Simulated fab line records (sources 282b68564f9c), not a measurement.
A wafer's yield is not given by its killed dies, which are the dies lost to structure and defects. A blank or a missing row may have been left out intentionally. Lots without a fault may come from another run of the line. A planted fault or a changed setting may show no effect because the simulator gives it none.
The same fault as seen by 2 desks	flow rit_cmos	every desk sees just its own numbers, and what lay behind them comes last

METROLOGY DESK
What the gauges read, lot by lot, whatever tool the lot ran on: means of the sampled wafers that have a number. A lot is out of limits, marked OUT, if its mean lies more than 4 standard deviations from the usual mean; the brackets give that distance.
Columns: A = cd_nm at RIT_ACTIVE_CD_MEAS_11, usual 1399.5 nm; B = PWELL_OVL at RIT_PWELL_OVL_MEAS_06, usual 0.9 nm; C = NSD_TW at RIT_NSD_TW_MEAS_10, usual 3113; D = NSD_RS at RIT_SDANNEAL_RS_MEAS_05, usual 84.6 ohm/sq
lot	first seen here	A	B	C	D
L218	day 1 14:26	1399.6	2.9	3140	84.3
L219	day 1 19:34	1398.4	-0.2	3115	84.7
L220	day 2 00:29	1397.6	1.4	3093	84.6
L222	day 2 11:38	1402.6	1.1	3128	84.1
L224	day 2 20:50	1398.4	-3.2	3121	84.7
L225	day 3 02:35	1399.8	0.6	3118	84.7
L226	day 3 07:10	1399.6	1.3	3113	84.7
L227	day 3 13:28	1399.2	0.4	3097	84.6
L229	day 3 21:35	1399.7	-0.5	3118	84.8
L230	day 4 02:26	1399.7	-1.9	3206 (+5.5) OUT	75.2 (-29) OUT
L233	day 4 18:04	1398.8	0.8	3227 (+6.7) OUT	75.1 (-29) OUT
L235	day 5 04:11	1396.9	0.8	3120	84.1
L240	day 6 05:40	1401.3	0.5	3121	84.7
L241	day 6 10:09	1400.7	2.1	3119	83.7
This desk reports L230, L233 out of limits; the earliest was L230 at day 5 16:50 (NSD_TW at RIT_NSD_TW_MEAS_10). In limits: L218, L219, L220, L222, L224, L225, L226, L227, L229, L235, L240, L241.

AT THE TOOL OWNER'S DESK: implanter-01
RIT_NSD_IMPLANT_08, tool's own readings: per-lot mean of the sampled wafers with a number, covering each lot this tool ran. A lot is out of limits, marked OUT, if its mean lies more than 4 standard deviations from the usual mean; the brackets give that distance.
Columns: A = dose_ions_cm2 at RIT_NSD_IMPLANT_08, usual 1.0001e+15; B = faraday_current_uA at RIT_NSD_IMPLANT_08, usual 3140
lot	first seen here	A	B
L220	day 3 15:35	1.0012e+15	3070
L226	day 5 00:18	1.0004e+15	3175
L227	day 5 03:03	9.9937e+14	3179
L230	day 5 16:31	1.1666e+15 (+99 or more) OUT	3618 (+7.7) OUT
L233	day 6 08:23	1.1667e+15 (+99 or more) OUT	3665 (+8.5) OUT
Finding of this desk: L230, L233 out of limits; the first was L230 at day 5 16:31, on dose_ions_cm2 at RIT_NSD_IMPLANT_08. In limits: L220, L226, L227.

BROUGHT TOGETHER
The tool owner's desk had the chance to raise an alarm at day 5 16:31 on L230, L233.
L230, L233 would have let the metrology desk raise an alarm at day 5 16:50.
The lots listed all ran RIT_NSD_IMPLANT_08 on implanter-01.

WHAT THE SIMULATOR HAD INSERTED
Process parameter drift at RIT_NSD_IMPLANT_08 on implanter-01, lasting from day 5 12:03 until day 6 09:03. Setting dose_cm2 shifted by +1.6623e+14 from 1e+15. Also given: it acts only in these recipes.
Lots struck among those shown: L230, L233.
Fault start to first reading out of limits, in hours, per desk: tool owner, 4; metrology, 5.
